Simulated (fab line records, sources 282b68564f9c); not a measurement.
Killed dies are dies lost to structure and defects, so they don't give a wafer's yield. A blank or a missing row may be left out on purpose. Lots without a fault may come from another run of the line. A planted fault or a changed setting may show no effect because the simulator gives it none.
A struck lot beside a sound one | flow rit_cmos | 21 steps out of a route of 202
Sound: wafers L759.4, L759.5, L759.6. Struck: wafers L763.1, L763.2, L763.4. The cause comes at the end.
At each step with rows: each side's tool, then ch and its chambers, then its first start. Under that, the readings that differ: sound wafers | struck wafers | difference of the means | sigmas: that difference in standard deviations of wafers without a fault.
alike: readings whose means differ by less than 2 such deviations, and words and numbers that are the same on both sides. not compared: withheld readings, readings that some wafer has no value for, bounds like >300 that may hide the same value, and numbers for which the record gives no deviation and whose values overlap.
The two part at a step that has a row with sigmas, a row that says differs or no value, or rows on one side only. Numbers that don't overlap but have no deviation are shown without sigmas and don't part them. A reading that every wafer of one side lacks parts them only if that side has two wafers or more.

first, 6 steps without rows for these wafers: RIT_NLDD_HMDS_00 (prime time 60 s); RIT_NLDD_COAT_01 (resist thk 1000 nm); RIT_NLDD_SOFTBAKE_02 (time 60 s); RIT_NLDD_EXPOSE_03 (exposes mask M7, target cd 40700 nm); RIT_NLDD_PEB_04; RIT_NLDD_DEVELOP_05 (develop time 50 s).
RIT_NLDD_OVL_MEAS_06:
  sound on overlay-01, day 3 09:55; struck on overlay-01, day 4 06:45
  alike: NLDD_OVL
then, 2 steps without rows for these wafers: RIT_NLDD_HARDBAKE_07 (time 60 s); RIT_NLDD_IMPLANT_08.
RIT_NLDD_STRIP_09: strips in O2, time 180 s.
  sound on plasma_asher-03 ch 0,1, day 3 10:17; struck on plasma_asher-03 ch 0,1, day 4 07:05
  alike: drypump_motor_current_A
  not compared: rf_hours_counter_h
RIT_NLDD_TW_MEAS_10:
  sound on film_metro-02, day 3 10:26; struck on film_metro-03, day 4 07:16
  alike: NLDD_TW
then, 1 step without rows for these wafers: RIT_PLDD_HMDS_00 (prime time 60 s).
RIT_PLDD_COAT_01: resist thk 1000 nm.
  sound on litho_track-03 ch 0, day 3 10:42; struck on litho_track-02 ch 0, day 4 07:28
  reading                                   | sound                | struck               | difference | sigmas
  spin_speed_rpm (rpm)                      | 3249.7 3251.2 3249.3 | 3448.2 3445.7 3444.9 | +196.2     | +93
  model.NOVOLAK_of_PLDD_COAT_01.thk_nm (nm) | 997.5 998.4 1001     | 974.8 970.7 976.3    | -25.0      |
then, 4 steps without rows for these wafers: RIT_PLDD_SOFTBAKE_02 (time 60 s); RIT_PLDD_EXPOSE_03 (exposes mask M8, target cd 40900 nm); RIT_PLDD_PEB_04; RIT_PLDD_DEVELOP_05 (develop time 50 s).
RIT_PLDD_OVL_MEAS_06:
  sound on overlay-01, day 3 11:28; struck on overlay-02, day 4 08:20
  alike: PLDD_OVL
RIT_PLDD_HARDBAKE_07: time 60 s.
  sound on litho_track-04 ch 0, day 3 11:34; struck on litho_track-02 ch 0, day 4 08:28
  reading                                   | sound             | struck            | difference | sigmas
  model.NOVOLAK_of_PLDD_COAT_01.thk_nm (nm) | 881.6 882.3 884.2 | 861.8 858.1 863.1 | -21.7      |
then, 1 step without rows for these wafers: RIT_PLDD_IMPLANT_08.
RIT_M1_PROBE_99:
  sound on prober-02, day 4 02:11; struck on prober-02, day 4 23:34
  alike: killed_at_M0_to_M3, killed_at_contacts, killed_at_front_end, killed_dies, killed_open, killed_short

WHERE THEY PART
Only at RIT_PLDD_COAT_01, within this record. Later steps at which nothing parts them and some readings are alike: RIT_PLDD_OVL_MEAS_06, RIT_M1_PROBE_99.

WHY: what the simulator had put in
Process parameter drift: litho_track-02, from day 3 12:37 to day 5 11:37, at RIT_PLDD_COAT_01. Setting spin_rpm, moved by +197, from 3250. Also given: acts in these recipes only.
